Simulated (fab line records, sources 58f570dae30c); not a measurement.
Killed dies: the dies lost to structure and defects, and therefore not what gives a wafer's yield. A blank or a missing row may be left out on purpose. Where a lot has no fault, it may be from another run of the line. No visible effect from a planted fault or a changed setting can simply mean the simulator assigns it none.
Check for tools in common + flow berkeley cmos170 + Lots sampled 15, wafers sampled 45

REASON FOR OPENING
At UCB170_PLDD_OVL_MEAS_07 the reading PLDD_OVL is flagged on 3 of 15 lots. Wafers without a fault read -2 nm, standard deviation 4.9.
Rule: a lot is flagged when every wafer of it that has a number lies more than 4 standard deviations from that mean, or none has a number. All remaining lots are regarded as sound.

| lot  | measured     | on         | PLDD_OVL (nm), wafer by wafer | flag    |
|------|--------------|------------|-------------------------------|---------|
| L328 | day 6 07:40  | overlay-01 | -11 -7 -12                    |         |
| L331 | day 6 21:26  | overlay-01 | -1 -1 3                       |         |
| L332 | day 6 21:50  | overlay-02 | 2 -4 0                        |         |
| L333 | day 7 04:20  | overlay-02 | 2 -1 7                        |         |
| L334 | day 7 13:05  | overlay-01 | -2 -4 2                       |         |
| L335 | day 8 00:05  | overlay-01 | -5 -2 3                       |         |
| L336 | day 8 00:26  | overlay-02 | 5 2 -7                        |         |
| L338 | day 8 04:15  | overlay-02 | 4 2 3                         |         |
| L340 | day 8 10:04  | overlay-01 | -3 -2 -7                      |         |
| L341 | day 9 04:49  | overlay-02 | 187 189 189                   | FLAGGED |
| L345 | day 9 05:10  | overlay-02 | 184 177 176                   | FLAGGED |
| L343 | day 9 05:46  | overlay-02 | 172 177 183                   | FLAGGED |
| L347 | day 9 18:19  | overlay-01 | 3 0 4                         |         |
| L346 | day 9 18:34  | overlay-02 | -10 -7 2                      |         |
| L350 | day 10 16:11 | overlay-01 | -6 -1 -5                      |         |
On average the flagged lots' numbers are 182 nm, which is +184 nm against the usual, or +37 standard deviations.

EACH LOT AND THE TOOL IT RAN ON
The record keeps 1 process step preceding the reading, out of 331 steps on the route. Every cell lists first the tool, next ch and the chambers used by the sampled wafers, and last the start.
| lot  | flag    | UCB170_PLDD_EXPOSE_03             |
|------|---------|-----------------------------------|
| L328 |         | krf scanner-02 ch 0, day 6 07:08  |
| L331 |         | krf scanner-02 ch 0, day 6 20:55  |
| L332 |         | krf scanner-01 ch 0, day 6 21:20  |
| L333 |         | krf scanner-02 ch 0, day 7 03:37  |
| L334 |         | krf scanner-02 ch 0, day 7 11:56  |
| L335 |         | krf scanner-01 ch 0, day 7 23:25  |
| L336 |         | krf scanner-01 ch 0, day 7 23:50  |
| L338 |         | krf scanner-02 ch 0, day 8 03:45  |
| L340 |         | krf scanner-02 ch 0, day 8 09:13  |
| L341 | FLAGGED | krf scanner-02 ch 0, day 9 03:57  |
| L345 | FLAGGED | krf scanner-02 ch 0, day 9 04:04  |
| L343 | FLAGGED | krf scanner-02 ch 0, day 9 04:33  |
| L347 |         | krf scanner-01 ch 0, day 9 17:25  |
| L346 |         | krf scanner-01 ch 0, day 9 17:33  |
| L350 |         | krf scanner-01 ch 0, day 10 15:40 |
These steps, and what they do:
- UCB170_PLDD_EXPOSE_03: exposes mask PSELECT, target cd 1200 nm.
- UCB170_PLDD_OVL_MEAS_07

FLAGGED AGAINST TOTAL, ONE TOOL AT A TIME (gauges that did the reading follow at the end)
| step                    | tool           | lots run | flagged | share of the flagged lots | sound lots run after its first flagged lot |
|-------------------------|----------------|----------|---------|---------------------------|--------------------------------------------|
| UCB170_PLDD_EXPOSE_03   | krf scanner-01 | 6        | 0       | none                      | -                                          |
| UCB170_PLDD_EXPOSE_03   | krf scanner-02 | 9        | 3       | all                       | 0                                          |
| UCB170_PLDD_OVL_MEAS_07 | overlay-01     | 7        | 0       | none                      | -                                          |
| UCB170_PLDD_OVL_MEAS_07 | overlay-02     | 8        | 3       | all                       | 1 (L346)                                   |

WHAT THE TABLE ALLOWS
In 2 table rows, all flagged lots were run: krf scanner-02 (UCB170_PLDD_EXPOSE_03), overlay-02 (UCB170_PLDD_OVL_MEAS_07).
- krf scanner-02 at UCB170_PLDD_EXPOSE_03 ran 9 lots, 3 of them flagged. Its last sound lot is L340 (day 8 09:13), its first flagged lot L341 (day 9 03:57): a fault that began between those two fits.
- overlay-02 at UCB170_PLDD_OVL_MEAS_07 ran 8 lots, 3 of them flagged. Sound lots ran on it after the first flagged one (L346), which a lasting fault on the whole tool wouldn't allow.
Just one tool remains: krf scanner-02 at UCB170_PLDD_EXPOSE_03.

WHAT HAD BEEN PUT IN BY THE SIMULATOR
Scanner matching overlay: krf scanner-02, from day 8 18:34 on, at UCB170_PLDD_EXPOSE_03. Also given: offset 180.
Shown lots that were struck: L341, L345, L343. The rule above found the same.
